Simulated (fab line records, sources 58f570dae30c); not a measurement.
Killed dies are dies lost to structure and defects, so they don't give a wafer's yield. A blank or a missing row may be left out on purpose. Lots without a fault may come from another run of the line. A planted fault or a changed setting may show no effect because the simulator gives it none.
Tool commonality check | flow berkeley_cmos170 | 13 lots, 39 wafers sampled

WHY IT WAS OPENED
At UCB170_CONTACT_THK_MEAS_02 the reading CONTACT_PSG_THK is flagged on 1 of 13 lots. Wafers without a fault read 701 nm, standard deviation 7.3.
Rule: a lot is flagged when every wafer of it that has a number lies more than 4 standard deviations from that mean, or none has a number. The other lots count as sound.

lot  | measured     | on            | CONTACT_PSG_THK (nm), wafer by wafer | flag
L172 | day 7 09:14  | film_metro-04 | 697 695 695                          |
L170 | day 7 09:14  | film_metro-03 | 710 710 713                          |
L171 | day 7 09:18  | film_metro-04 | 700 699 707                          |
L173 | day 7 11:38  | film_metro-02 | 706 701 712                          |
L177 | day 8 01:41  | film_metro-03 | 694 691 692                          |
L176 | day 8 01:42  | film_metro-02 | 697 703 702                          |
L179 | day 9 01:13  | film_metro-02 | 709 704 710                          |
L183 | day 9 18:14  | film_metro-04 | 404 400 404                          | FLAGGED
L186 | day 10 04:49 | film_metro-04 | 701 704 701                          |
L187 | day 10 05:31 | film_metro-04 | 695 693 690                          |
L185 | day 10 08:31 | film_metro-02 | 696 702 702                          |
L190 | day 10 11:34 | film_metro-04 | 701 707 695                          |
L193 | day 11 11:53 | film_metro-04 | 697 697 686                          |
The numbers of the flagged lots are 403 nm on average: -298 nm against the usual, or -41 standard deviations.

WHICH TOOL RAN EACH LOT
The record holds 2 process steps before the reading, out of a route of 331 steps. In each cell: the tool, then ch and the chambers that the sampled wafers went through, then the start.
lot  | flag    | UCB170_BACKSIDE_STRIP_03             | UCB170_CONTACT_CVD_01
L172 |         | plasma_asher-02 ch 0,1, day 7 05:04  | lpcvd-01 ch 1, day 7 07:27
L170 |         | plasma_asher-03 ch 0,1, day 7 05:31  | lpcvd-01 ch 0, day 7 07:27
L171 |         | plasma_asher-02 ch 0,1, day 7 05:14  | lpcvd-01 ch 0, day 7 07:27
L173 |         | plasma_asher-01 ch 0,1, day 7 08:24  | lpcvd-01 ch 0, day 7 09:52
L177 |         | plasma_asher-02 ch 0,1, day 7 21:44  | lpcvd-02 ch 1, day 7 23:50
L176 |         | plasma_asher-01 ch 0,1, day 7 22:13  | lpcvd-02 ch 1, day 7 23:50
L179 |         | plasma_asher-03 ch 1, day 8 22:00    | lpcvd-02 ch 0, day 8 23:26
L183 | FLAGGED | plasma_asher-03 ch 0,1, day 9 14:50  | lpcvd-02 ch 1, day 9 16:27
L186 |         | plasma_asher-03 ch 0,1, day 10 01:36 | lpcvd-02 ch 0, day 10 03:02
L187 |         | plasma_asher-02 ch 0,1, day 10 02:00 | lpcvd-01 ch 1, day 10 03:43
L185 |         | plasma_asher-03 ch 0,1, day 10 05:01 | lpcvd-02 ch 0, day 10 06:44
L190 |         | plasma_asher-01 ch 0,1, day 10 07:51 | lpcvd-01 ch 0, day 10 09:46
L193 |         | plasma_asher-02 ch 0,1, day 11 08:33 | lpcvd-01 ch 1, day 11 10:05
What these steps do:
- UCB170_BACKSIDE_STRIP_03: strips in O2.
- UCB170_CONTACT_CVD_01: deposits PSG from SiH4/O2/PH3, target thk 700 nm, time 2820 s.
- UCB170_CONTACT_THK_MEAS_02

FLAGGED OVER TOTAL, TOOL BY TOOL (the gauges that took the reading come last)
step                       | tool            | lots run | flagged | share of the flagged lots | sound lots run after its first flagged lot
UCB170_BACKSIDE_STRIP_03   | plasma_asher-01 | 3        | 0       | none                      | -
UCB170_BACKSIDE_STRIP_03   | plasma_asher-02 | 5        | 0       | none                      | -
UCB170_BACKSIDE_STRIP_03   | plasma_asher-03 | 5        | 1       | all                       | 2 (L186,L185)
UCB170_CONTACT_CVD_01      | lpcvd-01        | 7        | 0       | none                      | -
UCB170_CONTACT_CVD_01      | lpcvd-02        | 6        | 1       | all                       | 2 (L186,L185)
UCB170_CONTACT_THK_MEAS_02 | film_metro-02   | 4        | 0       | none                      | -
UCB170_CONTACT_THK_MEAS_02 | film_metro-03   | 2        | 0       | none                      | -
UCB170_CONTACT_THK_MEAS_02 | film_metro-04   | 7        | 1       | all                       | 4 (L186,L187,L190,L193)

WHAT THE TABLE ALLOWS
3 rows of the table ran every flagged lot: plasma_asher-03 at UCB170_BACKSIDE_STRIP_03, lpcvd-02 at UCB170_CONTACT_CVD_01, film_metro-04 at UCB170_CONTACT_THK_MEAS_02.
- plasma_asher-03 at UCB170_BACKSIDE_STRIP_03: 1 of its 5 lots flagged. Sound lots ran on it after the first flagged one (L186, L185), which a lasting fault on the whole tool wouldn't allow.
- lpcvd-02 at UCB170_CONTACT_CVD_01: 1 of its 6 lots flagged. Sound lots ran on it after the first flagged one (L186, L185), which a lasting fault on the whole tool wouldn't allow.
- film_metro-04 at UCB170_CONTACT_THK_MEAS_02: 1 of its 7 lots flagged. Sound lots ran on it after the first flagged one (L186, L187, L190, L193), which a lasting fault on the whole tool wouldn't allow.
No row of the table ran every flagged lot and no sound lot after the first.

WHAT THE SIMULATOR HAD PUT IN
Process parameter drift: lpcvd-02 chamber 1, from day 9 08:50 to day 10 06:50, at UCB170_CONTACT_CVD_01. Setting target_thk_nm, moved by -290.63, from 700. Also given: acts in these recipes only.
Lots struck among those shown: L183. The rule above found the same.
